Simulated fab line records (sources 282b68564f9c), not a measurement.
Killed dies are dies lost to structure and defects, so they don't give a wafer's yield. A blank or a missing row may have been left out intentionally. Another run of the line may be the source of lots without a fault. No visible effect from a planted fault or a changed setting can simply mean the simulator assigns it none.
fab line records + flow ritCmos
record
- lots=6
- wafers=18
- lastDay=7
route steps=202 shown NLDD@104 PLDD@114 M1@202
lots that met no fault: taken from a fault-free run of the same line
startH: start of the lot's first displayed wafer, in hours after the record's first day + waitH: time in hours since the lot's previous step + " identical to the entry in the row above + L1.1+2: several wafers, shown together as one row + - no value, or no start was given + * or withheld: withheld + < > ~ a bound
route shown NAME@n: NAME is a module with steps in the file, n the number in the route of the first one + usual: average and standard deviation across the fault-free wafers + same: alike in all rows + chamber/n: place in a boat + sites: per-site readings + _std_site: standard deviation across them + _edge_site: inner sites' mean taken away from outer sites' mean + radiusMm: how far each site lies from the wafer's centre + mask NAME#n: copy n + behind: the last tool/chamber to shape the wafer + hold: what put the lot on hold/how long, in hours/how the hold closed + device: the n, p or np transistor that did not switch + end of line: the tests these same wafers got at the end of their route + a step without rows: its recipe alone + killed: at the first sort, the dies lost to defects and structure; wafer yield is something else + map: a wafer's dies, marking killed ones x, the rest . and places with no die _
set.NAME: setting as actually run; set.NAME@STEP: the setting as run at that earlier step + model.NAME: the simulator's own value behind a step, which no gauge read
lots seen at some steps along the route; tables by step, rows by wafer
services: from which hour (startH, from the record's first day; less than 0 if before it) a tool's chamber was out of use, for how many hours, and why
## steps
# step RIT_NLDD_COAT_01
# recipe
- resist=NOVOLAK
- spinRpm=3250
- resistThkNm=1000
# step RIT_NLDD_SOFTBAKE_02
# recipe
- resist=NOVOLAK
- tempC=90
- timeS=60
# step RIT_NLDD_EXPOSE_03
# recipe
- maskId=M7
- na=0.57
- targetCdNm=40700
- doseMj=250
# step RIT_NLDD_PEB_04
# recipe
- resist=NOVOLAK
- tempC=withheld
- timeS=withheld
# step RIT_NLDD_DEVELOP_05
# recipe
- resist=NOVOLAK
- developTimeS=50
- devTempC=23
# step RIT_NLDD_OVL_MEAS_06
# usual
- NLDD_OVL=-1.1/1.5
| lot.wafer | tool       | chamber | startH | waitH | NLDD_OVL[nm] |
|-----------|------------|---------|--------|-------|--------------|
| L844.2    | overlay-01 | -       | 48.08  | -     | -3.1         |
| L844.4    | "          | -       | "      | "     | -3.7         |
| L844.5    | "          | -       | "      | "     | -3.7         |
| L850.2    | overlay-01 | -       | 76.94  | -     | -5.5         |
| L850.3    | "          | -       | "      | "     | -3.1         |
| L850.6    | "          | -       | "      | "     | -3.3         |
| L851.1    | overlay-02 | -       | 84.80  | -     | -0.2         |
| L851.2    | "          | -       | "      | "     | -0.5         |
| L851.5    | "          | -       | "      | "     | -1.9         |
| L852.3    | overlay-02 | -       | 92.37  | -     | -0.1         |
| L852.5    | "          | -       | "      | "     | -2.4         |
| L852.6    | "          | -       | "      | "     | -1.5         |
| L861.1    | overlay-01 | -       | 136.07 | -     | -1.0         |
| L861.3    | "          | -       | "      | "     | -2.4         |
| L861.4    | "          | -       | "      | "     | -1.0         |
| L864.2    | overlay-01 | -       | 148.35 | -     | -1.4         |
| L864.3    | "          | -       | "      | "     | -1.4         |
| L864.5    | "          | -       | "      | "     | -0.5         |
# step RIT_NLDD_HARDBAKE_07
# recipe
- resist=NOVOLAK
- tempC=140
- timeS=60
# step RIT_NLDD_IMPLANT_08
# recipe
- species=P
- energyKev=20
- doseCm2=5e+14
- tiltDeg=7
# step RIT_NLDD_STRIP_09
# recipe
- chemistry=O2
- timeS=180
- resist=NOVOLAK
- platenTempC=withheld
- powerW=500
- pressureMtorr=4000
- o2FlowSccm=4000
# usual
- drypumpMotorCurrentA=5.5/0.38
- o2FlowSccm=4000/13
| lot.wafer | tool           | chamber | startH | waitH | drypumpMotorCurrentA | o2FlowSccm | rfHoursCounterH |
|-----------|----------------|---------|--------|-------|----------------------|------------|-----------------|
| L844.2    | plasmaAsher-04 | 1       | 48.41  | 0.1   | 6.1                  | 4023       | 40              |
| L844.4    | "              | 0       | "      | "     | 5.3                  | 4026       | -               |
| L844.5    | "              | 0       | "      | "     | 5.3                  | 4014       | -               |
| L850.2    | plasmaAsher-04 | 1       | 77.27  | 0.1   | 6.1                  | 4002       | 43              |
| L850.3    | "              | 1       | "      | "     | 6.1                  | 3992       | -               |
| L850.6    | "              | 1       | "      | "     | 6.0                  | 3991       | -               |
| L851.1    | plasmaAsher-03 | 1       | 85.13  | 0.1   | 5.4                  | 4004       | 25              |
| L851.2    | "              | 0       | "      | "     | 5.2                  | 4009       | 25              |
| L851.5    | "              | 1       | "      | "     | 5.5                  | 3988       | -               |
| L852.3    | plasmaAsher-02 | 1       | 92.75  | 0.1   | 5.3                  | 4001       | -               |
| L852.5    | "              | 1       | "      | "     | 5.2                  | 3974       | -               |
| L852.6    | "              | 0       | "      | "     | 6.2                  | 4001       | -               |
| L861.1    | plasmaAsher-04 | 0       | 136.40 | 0.1   | 5.3                  | 4016       | 50              |
| L861.3    | "              | 1       | "      | "     | 6.0                  | 3979       | -               |
| L861.4    | "              | 0       | "      | "     | 5.2                  | 4004       | -               |
| L864.2    | plasmaAsher-03 | 1       | 148.68 | 0.1   | 5.4                  | 3999       | 31              |
| L864.3    | "              | 0       | "      | "     | 5.2                  | 3972       | -               |
| L864.5    | "              | 1       | "      | "     | 5.4                  | 4015       | -               |
# step RIT_NLDD_TW_MEAS_10
# usual
- NLDD_TW=2481/13
| lot.wafer | tool         | chamber | startH | waitH | NLDD_TW |
|-----------|--------------|---------|--------|-------|---------|
| L844.2    | filmMetro-04 | -       | 48.59  | 0.1   | 2489    |
| L844.4    | "            | -       | "      | "     | 2488    |
| L844.5    | "            | -       | "      | "     | 2485    |
| L850.2    | filmMetro-04 | -       | 77.45  | 0.1   | 2491    |
| L850.3    | "            | -       | "      | "     | 2481    |
| L850.6    | "            | -       | "      | "     | 2484    |
| L851.1    | filmMetro-01 | -       | 85.31  | 0.1   | 2475    |
| L851.2    | "            | -       | "      | "     | 2477    |
| L851.5    | "            | -       | "      | "     | 2480    |
| L852.3    | filmMetro-04 | -       | 92.89  | 0.1   | 2481    |
| L852.5    | "            | -       | "      | "     | 2493    |
| L852.6    | "            | -       | "      | "     | 2498    |
| L861.1    | filmMetro-04 | -       | 136.58 | 0.1   | 2475    |
| L861.3    | "            | -       | "      | "     | 2476    |
| L861.4    | "            | -       | "      | "     | 2486    |
| L864.2    | filmMetro-04 | -       | 148.86 | 0.1   | 2475    |
| L864.3    | "            | -       | "      | "     | 2466    |
| L864.5    | "            | -       | "      | "     | 2476    |
# step RIT_PLDD_HMDS_00
# recipe
- primeTimeS=60
- primeTempC=140
# step RIT_PLDD_COAT_01
# recipe
- resist=NOVOLAK
- spinRpm=3250
- resistThkNm=1000
# step RIT_PLDD_SOFTBAKE_02
# recipe
- resist=NOVOLAK
- tempC=90
- timeS=60
# usual
- runLengthS=89.18/0.21
| lot.wafer | tool          | chamber | startH | waitH | runLengthS |
|-----------|---------------|---------|--------|-------|------------|
| L844.2    | lithoTrack-02 | 0       | 48.97  | 0.1   | 89.06      |
| L844.4    | "             | 0       | "      | "     | 89.23      |
| L844.5    | "             | 0       | "      | "     | 89.02      |
| L850.2    | lithoTrack-01 | 0       | 77.83  | 0.1   | 89.09      |
| L850.3    | "             | 0       | "      | "     | 89.03      |
| L850.6    | "             | 0       | "      | "     | 88.86      |
| L851.1    | lithoTrack-02 | 0       | 85.67  | 0.1   | 98.47      |
| L851.2    | "             | 0       | "      | "     | 98.70      |
| L851.5    | "             | 0       | "      | "     | 98.38      |
| L852.3    | lithoTrack-02 | 0       | 93.28  | 0.1   | 98.83      |
| L852.5    | "             | 0       | "      | "     | 98.48      |
| L852.6    | "             | 0       | "      | "     | 98.55      |
| L861.1    | lithoTrack-04 | 0       | 136.94 | 0.1   | 89.40      |
| L861.3    | "             | 0       | "      | "     | 89.29      |
| L861.4    | "             | 0       | "      | "     | 89.34      |
| L864.2    | lithoTrack-04 | 0       | 149.24 | 0.1   | 89.30      |
| L864.3    | "             | 0       | "      | "     | 89.49      |
| L864.5    | "             | 0       | "      | "     | 89.35      |
# step RIT_PLDD_EXPOSE_03
# recipe
- maskId=M8
- na=0.57
- targetCdNm=40900
- doseMj=250
# step RIT_M1_PROBE_99
# usual
- killed_at_M0_to_M3=0.0/0.18
- killedAtContacts=0.1/0.32
- killedAtFrontEnd=7/3
- killedDies=7/3.1
- killedOpen=3.3/1.8
- killedShort=3.6/2
# same
- grossDies=264
- killed_at_M4_up=0
- killedAtBackSide=0
- killedAtOther=0
| lot.wafer | tool      | chamber | startH | waitH | killed_at_M0_to_M3 | killedAtContacts | killedAtFrontEnd | killedDies | killedOpen | killedShort |
|-----------|-----------|---------|--------|-------|--------------------|------------------|------------------|------------|------------|-------------|
| L844.2    | prober-02 | -       | 63.97  | 0.1   | 0                  | 1                | 2                | 3          | 1          | 2           |
| L844.4    | prober-02 | -       | 64.07  | 0.2   | 0                  | 0                | 5                | 5          | 2          | 3           |
| L844.5    | prober-02 | -       | 64.12  | 0.2   | 0                  | 0                | 4                | 4          | 2          | 2           |
| L850.2    | prober-02 | -       | 92.61  | 0.1   | 0                  | 0                | 6                | 6          | 2          | 4           |
| L850.3    | prober-02 | -       | 92.66  | 0.2   | 0                  | 0                | 6                | 6          | 5          | 1           |
| L850.6    | prober-02 | -       | 92.81  | 0.2   | 0                  | 0                | 6                | 6          | 4          | 2           |
| L851.1    | prober-01 | -       | 101.63 | 0.1   | 0                  | 0                | 2                | 2          | 1          | 1           |
| L851.2    | prober-01 | -       | 101.68 | 0.1   | 1                  | 0                | 9                | 10         | 4          | 5           |
| L851.5    | prober-01 | -       | 101.83 | 0.2   | 1                  | 0                | 7                | 8          | 4          | 3           |
| L852.3    | prober-02 | -       | 109.48 | 0.2   | 0                  | 0                | 7                | 7          | 3          | 4           |
| L852.5    | prober-02 | -       | 109.58 | 0.2   | 0                  | 0                | 10               | 10         | 5          | 5           |
| L852.6    | prober-02 | -       | 109.63 | 0.2   | 0                  | 0                | 4                | 4          | 1          | 3           |
| L861.1    | prober-01 | -       | 152.57 | 0.1   | 0                  | 0                | 6                | 6          | 1          | 5           |
| L861.3    | prober-01 | -       | 152.67 | 0.2   | 0                  | 0                | 6                | 6          | 3          | 3           |
| L861.4    | prober-01 | -       | 152.72 | 0.2   | 0                  | 0                | 3                | 3          | 3          | 0           |
| L864.2    | prober-02 | -       | 163.92 | 0.1   | 0                  | 0                | 5                | 5          | 4          | 1           |
| L864.3    | prober-02 | -       | 163.97 | 0.2   | 0                  | 1                | 6                | 7          | 3          | 4           |
| L864.5    | prober-02 | -       | 164.07 | 0.2   | 0                  | 1                | 13               | 14         | 5          | 8           |
# killed by level:class
L844.2 FOX1:geometricParticle:short=1 GATE:geometricParticle:short=1 CONTACT:geometricParticle:open=1
L844.4 GATE:geometricParticle:short=3 GATE:geometricParticle:open=1 SPACER:geometricParticle:open=1
L844.5 ACTIVE:geometricParticle:open=1 GATE:geometricParticle:open=1 SPACER:geometricParticle:short=1 SILICIDE:geometricParticle:short=1
L850.2 GATE:geometricParticle:short=2 FOX2:geometricParticle:short=1 GATE:geometricParticle:open=1 REOX:geometricParticle:short=1 SPACER:geometricParticle:open=1
L850.3 GATE:geometricParticle:open=4 FOX1:geometricParticle:short=1 SPACER:geometricParticle:open=1
L850.6 REOX:geometricParticle:open=3 FOX1:geometricParticle:open=1 GATE:geometricParticle:short=1 REOX:geometricParticle:short=1
L851.1 FOX1:geometricParticle:open=1 SILICIDE:geometricParticle:short=1
L851.2 GATE:geometricParticle:open=3 GATE:geometricParticle:short=3 REOX:geometricParticle:open=1 SPACER:geometricParticle:short=1 SILICIDE:geometricParticle:short=1 M1:coatMicrobubblePrinted=1
L851.5 GATE:geometricParticle:open=3 FOX1:geometricParticle:open=1 FOX1:geometricParticle:short=1 GATE:geometricParticle:short=1 REOX:geometricParticle:short=1 M1:coatMicrobubblePrinted=1
L852.3 REOX:geometricParticle:open=2 FOX1:geometricParticle:open=1 FOX2:geometricParticle:short=1 GATE:geometricParticle:short=1 REOX:geometricParticle:short=1 SILICIDE:geometricParticle:short=1
L852.5 GATE:geometricParticle:short=2 GATE:geometricParticle:open=2 SPACER:geometricParticle:open=2 SILICIDE:geometricParticle:short=2 FOX1:geometricParticle:short=1 REOX:geometricParticle:open=1
L852.6 FOX2:geometricParticle:short=1 GATE:geometricParticle:short=1 REOX:geometricParticle:short=1 REOX:geometricParticle:open=1
L861.1 GATE:geometricParticle:short=3 FOX1:geometricParticle:short=1 GATE:geometricParticle:open=1 REOX:geometricParticle:short=1
L861.3 GATE:geometricParticle:open=3 FOX2:geometricParticle:short=1 GATE:geometricParticle:short=1 SILICIDE:geometricParticle:short=1
L861.4 GATE:geometricParticle:open=2 FOX1:geometricParticle:open=1
L864.2 GATE:geometricParticle:open=3 FOX2:geometricParticle:open=1 GATE:geometricParticle:short=1
L864.3 SILICIDE:geometricParticle:open=2 FOX1:geometricParticle:short=1 FOX2:geometricParticle:short=1 GATE:geometricParticle:short=1 SPACER:geometricParticle:open=1 CONTACT:geometricParticle:short=1
L864.5 GATE:geometricParticle:short=5 GATE:geometricParticle:open=2 REOX:geometricParticle:short=2 ACTIVE:geometricParticle:short=1 FOX1:geometricParticle:open=1 SPACER:geometricParticle:open=1 SILICIDE:geometricParticle:open=1 CONTACT:coatMicrobubblePrinted=1
## services
| tool           | chamber | startH | hours | kind      |
|----------------|---------|--------|-------|-----------|
| plasmaAsher-04 | -       | 66.74  | 3.4   | repair    |
| plasmaAsher-03 | -       | 107.98 | 6.8   | repair    |
| plasmaAsher-02 | -       | 108.75 | 9.0   | pm        |
| plasmaAsher-02 | 0       | 108.75 | 9.0   | ventCycle |
| plasmaAsher-02 | 1       | 108.75 | 9.0   | ventCycle |
| plasmaAsher-02 | 0       | 117.75 | -     | clean     |
| plasmaAsher-02 | 1       | 117.75 | -     | clean     |
## key
firstSign
- step=RIT_PLDD_SOFTBAKE_02
- reading=runLengthS
- direction=up
- sigmas=45
- usual=*
- struck=*
effect none on later readings
metAt RIT_PLDD_SOFTBAKE_02
struckWafers L851.1,L851.2,L851.5,L852.3,L852.5,L852.6
testerLeftOut L851,L852
onsetBetween 48.97 85.67
fault
- kind=processParameterDrift
- tool=lithoTrack-02
- chamber=-
- onsetH=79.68
- steps=RIT_PLDD_SOFTBAKE_02
- channel=timeS
- offset=*
- shape=step
- endH=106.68
- actsIn=*
- stated=*
# testerLeftOut: of these lots the tester's yield and bins aren't shown, on N5 and GAA mostly nor the transistor test; their killed dies are dies lost to structure and defects alone, not to doping, threshold or leakage, so they don't give the yield
